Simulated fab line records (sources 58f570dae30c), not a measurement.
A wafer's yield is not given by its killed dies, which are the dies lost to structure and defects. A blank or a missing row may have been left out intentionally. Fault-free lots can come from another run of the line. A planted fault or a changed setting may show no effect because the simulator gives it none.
Split-lot trial | flow berkeley_cmos170 | 5 lots, 23 wafers read, on a route of 331 steps

== ABOUT THE SPLIT ==
At UCB170_V1_PEB_10, the setting peb_temp_c was moved away from the recipe's 130 C on 6 of the 23 wafers read, by +1.5% to +1.9%. For the rest of the wafers, this setting stayed at what the recipe calls for.

== FROM THE SPLIT TO THE READING: what the file shows between them, 4 steps ==
- UCB170_V1_DEVELOP_11: develop time 45 s
- UCB170_V1_CD_MEAS_12: target cd 700 nm
- UCB170_V1_ETCH_14: etches SiO2 in CHF3/CF4/Ar, stops on Al, target depth 1250 nm, time 291 s
- UCB170_V1_STRIP_15: strips in O2

== THE READING ==
cd_nm at UCB170_V1_CD_MEAS_90, given in nm (cd target 700 nm). Typical for fault-free wafers on this fab line: 699.5 nm, with standard deviation 1.2 nm.

wafer  | tool, chamber at the split | peb_temp_c as run, C | against the recipe | cd_nm, nm | against lot-mates on the recipe
L074.1 | litho_track-02, 0          | 132.5                | +1.9%              | 714.3     | +15.3
L074.2 | litho_track-02, 0          | 130                  | recipe             | 699.2     | -
L074.4 | litho_track-02, 0          | 130                  | recipe             | 698.8     | -
L074.5 | litho_track-02, 0          | 132.5                | +1.9%              | 713.3     | +14.3
L074.6 | litho_track-02, 0          | 132.5                | +1.9%              | 713.6     | +14.6
L075.1 | litho_track-01, 0          | 130                  | recipe             | 699.1     | -
L075.2 | litho_track-01, 0          | 130                  | recipe             | 699.6     | -
L075.3 | litho_track-01, 0          | 130                  | recipe             | 700.4     | -
L081.1 | litho_track-02, 0          | 132                  | +1.5%              | 712.3     | +12.2
L081.2 | litho_track-02, 0          | 132                  | +1.5%              | 711.9     | +11.9
L081.4 | litho_track-02, 0          | 132                  | +1.5%              | 711.3     | +11.2
L081.5 | litho_track-02, 0          | 130                  | recipe             | 699.8     | -
L081.6 | litho_track-02, 0          | 130                  | recipe             | 700.3     | -
L080.1 | litho_track-04, 0          | 130                  | recipe             | 699.2     | -
L080.2 | litho_track-04, 0          | 130                  | recipe             | 699.4     | -
L080.3 | litho_track-04, 0          | 130                  | recipe             | 699.0     | -
L080.4 | litho_track-04, 0          | 130                  | recipe             | 698.8     | -
L080.5 | litho_track-04, 0          | 130                  | recipe             | 699.9     | -
L082.1 | litho_track-04, 0          | 130                  | recipe             | 698.4     | -
L082.2 | litho_track-04, 0          | 130                  | recipe             | 699.2     | -
L082.3 | litho_track-04, 0          | 130                  | recipe             | 700.2     | -
L082.4 | litho_track-04, 0          | 130                  | recipe             | 698.2     | -
L082.6 | litho_track-04, 0          | 130                  | recipe             | 699.9     | -

THE FIT
A straight line over all 23 wafers: cd_nm changes by +7.7 nm for each +1% of peb_temp_c; r = +0.99; the points scatter about the line by 0.67 nm.
The same after taking each lot's own level away (the mean of its wafers on the recipe; 23 wafers): +7.66 nm for each +1%; r = +1.00; scatter 0.53 nm.
According to that fit, moving peb_temp_c by its largest amount changes the reading by 15 nm.
Across the lots, their own levels run from 699.00 to 700.05 nm, a range of 0.9 times the standard deviation given above.
Hence the lot-to-lot level has little effect on the slope; both slopes agree.
Check: +14.6 nm against its lot-mates is what the line predicts for one of the wafers moved furthest among these (+1.9%) when that wafer is left out of the fit. Against them it came out at +15.3 nm.

== OTHER SPLITS ON THESE WAFERS ==
These wafers also went through other splits before the reading. Each is held against what the fit with the lots' levels taken away leaves over:
other split on the same wafers | wafers away from the commonest value | r with cd_nm (lot level and that fit taken away)
UCB170_M1_PEB_07 peb_temp_c    | 7                                    | +0.01
UCB170_V1_CVD_00 time_s        | 7                                    | +0.23

== THE WHOLE CHAIN: every reading that the file lists as answering this split, in the file's order ==
step                 | what it does                                                              | reading                                                   | change (the file's fit)              | r (the file's)
UCB170_V1_CD_MEAS_12 | target cd 700 nm                                                          | cd_nm                                                     | +7.58 nm for each +1% of the setting | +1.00
UCB170_V1_ETCH_14    | etches SiO2 in CHF3/CF4/Ar, stops on Al, target depth 1250 nm, time 291 s | V1.cd_nm (the simulator's own value, which no gauge read) | +7.64 nm for each +1% of the setting | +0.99
UCB170_V1_CD_MEAS_90 | target cd 700 nm                                                          | cd_nm                                                     | +7.67 nm for each +1% of the setting | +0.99

== THE FILE'S OWN FIT ==
cd_nm changes by +7.67 nm for each +1% of peb_temp_c, r = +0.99.
